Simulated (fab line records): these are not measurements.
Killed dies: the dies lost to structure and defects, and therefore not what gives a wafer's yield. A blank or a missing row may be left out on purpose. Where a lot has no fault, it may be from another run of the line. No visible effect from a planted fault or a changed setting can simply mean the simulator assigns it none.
One fault seen from 2 desks :: flow rit-cmos :: numbers are kept per desk, each desk with only its own; the story behind them comes last

## AT THE METROLOGY DESK
What the gauges read, lot by lot, whatever tool the lot ran on: means of the sampled wafers that have a number. The brackets show how far a lot's mean lies from the usual mean; more than 4 standard deviations puts the lot out of limits, marked OUT.
Columns: A = SILICIDE_TI_RS at RIT_SILICIDE_RS_MEAS_02, usual 48.2 ohm/sq; B = SILICIDE_TI_THK at RIT_SILICIDE_THK_MEAS_03, usual 29.7 nm
lot: L717
first seen here: day 3 07:22
A: 47.9
B: 29.9

lot: L719
first seen here: day 3 19:09
A: 47.5
B: 30.1

lot: L722
first seen here: day 4 09:34
A: 48.0
B: 29.9

lot: L723
first seen here: day 4 13:40
A: 48.8
B: 29.6

lot: L724
first seen here: day 4 18:58
A: 49.1
B: 29.3

lot: L725
first seen here: day 4 22:55
A: 48.4
B: 29.7

lot: L726
first seen here: day 5 04:07
A: 48.1
B: 29.7

lot: L727
first seen here: day 5 06:58
A: 48.3
B: 29.6

lot: L728
first seen here: day 5 13:19
A: 48.9
B: 29.6

lot: L729
first seen here: day 5 15:47
A: 47.8
B: 30.0

lot: L730
first seen here: day 5 22:30
A: 45.7
B: 31.1 (+4.4) OUT

lot: L731
first seen here: day 6 04:46
A: 49.0
B: 29.3

lot: L732
first seen here: day 6 08:53
A: 45.3 (-4.5) OUT
B: 31.4 (+5.3) OUT

lot: L739
first seen here: day 7 17:33
A: 47.7
B: 29.9
This desk finds L730, L732 out of limits, with the earliest case on L730 at day 5 22:37 (SILICIDE_TI_THK at RIT_SILICIDE_THK_MEAS_03). L717, L719, L722, L723, L724, L725, L726, L727, L728, L729, L731, L739 stayed within limits.

## THE TOOL OWNER'S DESK: pvd-sputter-04
The tool's own readings at RIT_SILICIDE_SPUTTER_01 (material Ti, target thk 30 nm, time 240 s): means of the sampled wafers that have a number, for each lot that ran on this tool. The brackets show how far a lot's mean lies from the usual mean; more than 4 standard deviations puts the lot out of limits, marked OUT.
Columns: A = cathode-dc-power-W at RIT_SILICIDE_SPUTTER_01, usual 350.01 W; B = throttle-valve-pct at RIT_SILICIDE_SPUTTER_01, usual 30.4 %
lot: L722
first seen here: day 4 09:25
A: 350.01
B: 30.8

lot: L724
first seen here: day 4 18:47
A: 349.99
B: 30.6

lot: L726
first seen here: day 5 03:58
A: 349.91
B: 31.1

lot: L728
first seen here: day 5 13:10
A: 350.05
B: 31.4

lot: L730
first seen here: day 5 22:20
A: 367.29 (+99 or more) OUT
B: 30.8

lot: L732
first seen here: day 6 08:44
A: 367.26 (+99 or more) OUT
B: 30.8
This desk's verdict: out of limits on L730, L732, starting with L730 at day 5 22:20 (cathode-dc-power-W at RIT_SILICIDE_SPUTTER_01). L722, L724, L726, L728 stayed within limits.

## TAKEN TOGETHER
The tool owner's desk could have raised an alarm at day 5 22:20, on L730, L732.
L730, L732 would have let the metrology desk raise an alarm at day 5 22:37.
RIT_SILICIDE_SPUTTER_01 was run on pvd-sputter-04 by each of the lots named.

## WHAT THE SIMULATOR HAD INSERTED
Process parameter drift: pvd-sputter-04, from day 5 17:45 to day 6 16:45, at RIT_SILICIDE_SPUTTER_01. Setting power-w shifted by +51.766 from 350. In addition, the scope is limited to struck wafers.
Struck lots among those shown: L730, L732.
Time in hours from fault onset to the first out-of-limits reading at each desk: tool owner's desk 5, metrology desk 5.
